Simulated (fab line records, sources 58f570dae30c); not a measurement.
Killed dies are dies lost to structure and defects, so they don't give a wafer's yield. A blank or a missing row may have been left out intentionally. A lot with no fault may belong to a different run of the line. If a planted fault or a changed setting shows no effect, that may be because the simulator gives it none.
What tool caused it?    flow berkeley-cmos170    14 lots with 42 wafers sampled at 4 steps, on a route of 331 steps

## WHAT THE GAUGES SHOWED, per wafer
UCB170_START_THK_MEAS_03. Usual: START_OXIDE_THK 20.0 nm, standard deviation 0.38.
lot   measured     on             START_OXIDE_THK (nm)           flag
L608  day 1 16:24  film-metro-01  19.8 19.9 19.7                 
L609  day 1 22:01  film-metro-03  19.7 19.6 20.0                 
L610  day 2 02:41  film-metro-02  20.2 20.5 20.2                 
L611  day 2 02:39  film-metro-01  19.9 20.3 19.8                 
L612  day 2 13:36  film-metro-03  20.3 20.5 20.6                 
L613  day 2 13:37  film-metro-02  20.0 20.4 20.0                 
L617  day 3 12:29  film-metro-01  22.8 22.9 22.7 22.8 22.8 22.7  OFF
L618  day 3 17:58  film-metro-03  22.9 22.7 22.5 22.9 22.6 22.4  OFF
L622  day 4 12:53  film-metro-02  19.9 20.4 19.9                 
L625  day 5 04:29  film-metro-01  20.4 20.5 20.5                 
L627  day 5 13:01  film-metro-03  19.9 20.4 20.2                 
L629  day 6 00:56  film-metro-03  20.4 20.1 20.5                 
L630  day 6 06:31  film-metro-03  20.1 20.1 20.3                 
L631  day 6 10:55  film-metro-02  19.0 18.9 19.0                 

UCB170_SDANNEAL_RS_MEAS_02: measures by four-point-probe. Usual: PSD_RS 75.52 ohm/sq, standard deviation 0.29.
lot   measured      on             PSD_RS (ohm/sq)    flag
L608  day 7 15:32   film-metro-02  75.48 75.63 75.72  
L609  day 8 06:23   film-metro-03  75.81 75.57 75.59  
L610  day 8 06:40   film-metro-01  75.76 75.89 75.93  
L611  day 8 05:54   film-metro-03  75.90 75.87 75.92  
L612  day 8 19:55   film-metro-03  75.75 75.85 75.93  
L613  day 8 20:14   film-metro-02  75.40 75.35 75.44  
L617  day 9 22:29   film-metro-03  75.45 75.12 75.60  
L618  day 9 22:56   film-metro-01  75.77 75.94 75.88  
L622  day 11 04:00  film-metro-01  75.62 75.25 75.32  
L625  day 11 19:43  film-metro-03  75.07 75.63 75.40  
L627  day 12 02:44  film-metro-02  74.84 75.08 75.47  
L629  day 13 05:26  film-metro-03  75.75 75.49 75.35  
L630  day 13 05:59  film-metro-01  75.24 75.40 75.07  
L631  day 13 05:17  film-metro-01  75.30 75.28 75.21  

## WHAT TOOL EACH LOT RAN ON (gives the tool, then ch and the chambers of the sampled wafers, and finally the start)
lot   UCB170_START_OXIDATION_02     UCB170_ZERO_STRIP_07
L608  furnace-04 ch 0, day 1 14:54  plasma-asher-01 ch 0,1, day 1 23:25
L609  furnace-02 ch 0, day 1 20:31  plasma-asher-03 ch 0,1, day 2 04:56
L610  furnace-04 ch 0, day 2 01:09  plasma-asher-03 ch 0,1, day 2 09:43
L611  furnace-04 ch 0, day 2 01:09  plasma-asher-01 ch 0,1, day 2 09:16
L612  furnace-04 ch 0, day 2 12:06  plasma-asher-04 ch 0,1, day 2 22:25
L613  furnace-04 ch 0, day 2 12:06  plasma-asher-01 ch 0, day 2 22:11
L617  furnace-04 ch 0, day 3 10:58  plasma-asher-04 ch 0,1, day 3 21:16
L618  furnace-04 ch 0, day 3 16:28  plasma-asher-01 ch 0,1, day 4 03:23
L622  furnace-01 ch 0, day 4 11:23  plasma-asher-03 ch 0,1, day 4 17:05
L625  furnace-01 ch 0, day 5 02:59  plasma-asher-03 ch 0,1, day 5 10:12
L627  furnace-01 ch 0, day 5 11:31  plasma-asher-01 ch 0,1, day 5 19:09
L629  furnace-01 ch 0, day 5 23:26  plasma-asher-01 ch 0, day 6 08:15
L630  furnace-01 ch 0, day 6 05:01  plasma-asher-04 ch 0,1, day 6 14:19
L631  furnace-02 ch 0, day 6 09:23  plasma-asher-03 ch 0,1, day 6 14:38
- UCB170_START_OXIDATION_02: target thk 20 nm, ox time 1800 s.
- UCB170_ZERO_STRIP_07: strips in O2.

## WHAT THE TOOLS THEMSELVES READ (means of the sampled wafers that have a number; where no wafer has one, the mark that the record gives instead)
UCB170_ZERO_STRIP_07. Usual: drypump-motor-current-A 5.6 A, standard deviation 0.33; oes-product-au 0.727 a.u., standard deviation 0.0044; strip-time-to-endpoint-s 21.49 s, standard deviation 0.066.
lot   tool             drypump-motor-current-A (A)  oes-product-au (a.u.)  strip-time-to-endpoint-s (s)  flag
L608  plasma-asher-01  5.5                          0.727                  21.52                         
L609  plasma-asher-03  6.1                          0.726                  21.43                         
L610  plasma-asher-03  6.1                          0.725                  21.49                         
L611  plasma-asher-01  5.5                          0.732                  21.57                         
L612  plasma-asher-04  5.3                          0.729                  21.46                         
L613  plasma-asher-01  5.7                          0.726                  21.58                         
L617  plasma-asher-04  5.4                          0.728                  21.43                         
L618  plasma-asher-01  5.4                          0.724                  21.57                         
L622  plasma-asher-03  5.9                          0.728                  21.48                         
L625  plasma-asher-03  6.0                          0.723                  21.42                         
L627  plasma-asher-01  5.4                          0.729                  21.50                         
L629  plasma-asher-01  5.7                          0.726                  21.47                         
L630  plasma-asher-04  5.4                          0.728                  21.60                         
L631  plasma-asher-03  6.1                          0.728                  21.39                         

## THE ANSWER, worked out from the rows above alone
Rule: a lot is off if the mean of its wafers that have a number lies more than 3 standard deviations from the usual mean. Also off: a lot with no number at a reading for which 4 or more lots have one. Where the step has rows for the other lots, those lots are counted as sound. After the gauges, taken in route order, come the tools' own readings; for these a lot's mean is taken, as printed above. At the first step where some lot is off, the reading lying furthest off is the one used; lots without a number count as furthest.
Off: L617, L618, seen at UCB170_START_THK_MEAS_03 (START_OXIDE_THK).
A tool fits if, at a process step before that reading, it ran every lot that is off, and no sound lot after the first of them. The gauges at UCB170_START_THK_MEAS_03 are tried like those tools. One fits: UCB170_START_OXIDATION_02 on furnace-04. Its last sound lot is L612 (day 2 12:06), its first lot that is off L617 (day 3 10:58): a fault that began between those two fits.

## WHAT THE SIMULATOR HAD PUT IN
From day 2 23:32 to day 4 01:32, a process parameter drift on furnace-04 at UCB170_START_OXIDATION_02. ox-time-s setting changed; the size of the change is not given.
Lots struck among those shown: L617, L618. The rule above found the same.
